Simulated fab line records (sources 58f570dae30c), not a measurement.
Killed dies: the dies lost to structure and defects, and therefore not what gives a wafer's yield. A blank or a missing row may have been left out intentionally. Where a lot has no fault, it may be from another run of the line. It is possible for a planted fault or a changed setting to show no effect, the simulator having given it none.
Comparing a struck lot with a sound one    flow berkeley cmos170    14 steps out of a route of 331
Sound: these wafers, L638.3, L638.4, L638.6. Struck: wafers L645.1, L645.2, L645.6. At the end, the cause is stated.
Each step with rows lists, per side, the tool, then ch with its chambers, then its first start. Under that, the readings that differ: sound wafers    struck wafers    difference of the means    sigmas: that difference in standard deviations of wafers without a fault.
alike: words and numbers the same on both sides, and readings whose means are apart by under 2 such deviations; not compared: readings that were withheld, readings missing a value for some wafer, numbers with overlapping values and no deviation given by the record, and bounds like >300 which may hide the same value.
The two part at a step that has a row with sigmas, a row that says differs or no value, or rows on one side only. Non-overlapping numbers with no deviation appear without sigmas and do not part them. Lack of a reading on every wafer of one side parts them only where that side has two or more wafers.

first, 2 steps without rows for these wafers: UCB170_PLDD_PEB_04; UCB170_PLDD_DEVELOP_05 (develop time 45 s).
UCB170_PLDD_CD_MEAS_06: target cd 1200 nm.
  sound on cd sem-01, day 5 16:30; struck on cd sem-02, day 7 16:12
  alike: cd nm
UCB170_PLDD_OVL_MEAS_07:
  sound on overlay-01, day 5 16:35; struck on overlay-01, day 7 16:19
reading        sound   struck      difference  sigmas
PLDD_OVL (nm)  13 3 3  -21 -14 -8  -21         -3
then, 2 steps without rows for these wafers: UCB170_PLDD_IMPLANT_08; UCB170_PLDD_IMPLANT_09.
UCB170_PLDD_STRIP_10: strips in O2.
  sound on plasma asher-03 ch 0,1, day 5 17:02; struck on plasma asher-04 ch 0,1, day 7 16:40
reading                       sound              struck             difference  sigmas
strip time to endpoint s (s)  21.65 21.68 21.62  21.89 21.78 21.78  +0.17       +2
  alike: drypump motor current A, o2 flow sccm, oes product au
  not compared: rf hours counter h
UCB170_PLDD_TW_MEAS_11:
  sound on film metro-02, day 5 17:07; struck on film metro-04, day 7 16:46
  alike: PLDD_TW
then, 4 steps without rows for these wafers: UCB170_PLDD_CLEAN_12 (cleans in SPM, time 600 s); UCB170_NLDD_HMDS_00 (prime time 60 s); UCB170_NLDD_COAT_01 (resist thk 900 nm); UCB170_NLDD_SOFTBAKE_02 (time 60 s).
UCB170_NLDD_EXPOSE_03: exposes mask NSELECT, target cd 1200 nm.
  sound on krf scanner-01 ch 0, day 5 18:24; struck on krf scanner-01, day 7 17:43
  no value came back on the struck wafers for exposure dose mJ cm2, focus offset nm (nm), na, stage vel mm s (mm/s); on the sound wafers exposure dose mJ cm2 reads 29.978 29.976 29.968
  alike: mask
following that, these wafers have no rows for 1 step: UCB170_NLDD_PEB_04.

WHERE THEY PART
Earliest at UCB170_PLDD_OVL_MEAS_07; latest, in this record, at UCB170_NLDD_EXPOSE_03.

WHY: what had been put in by the simulator
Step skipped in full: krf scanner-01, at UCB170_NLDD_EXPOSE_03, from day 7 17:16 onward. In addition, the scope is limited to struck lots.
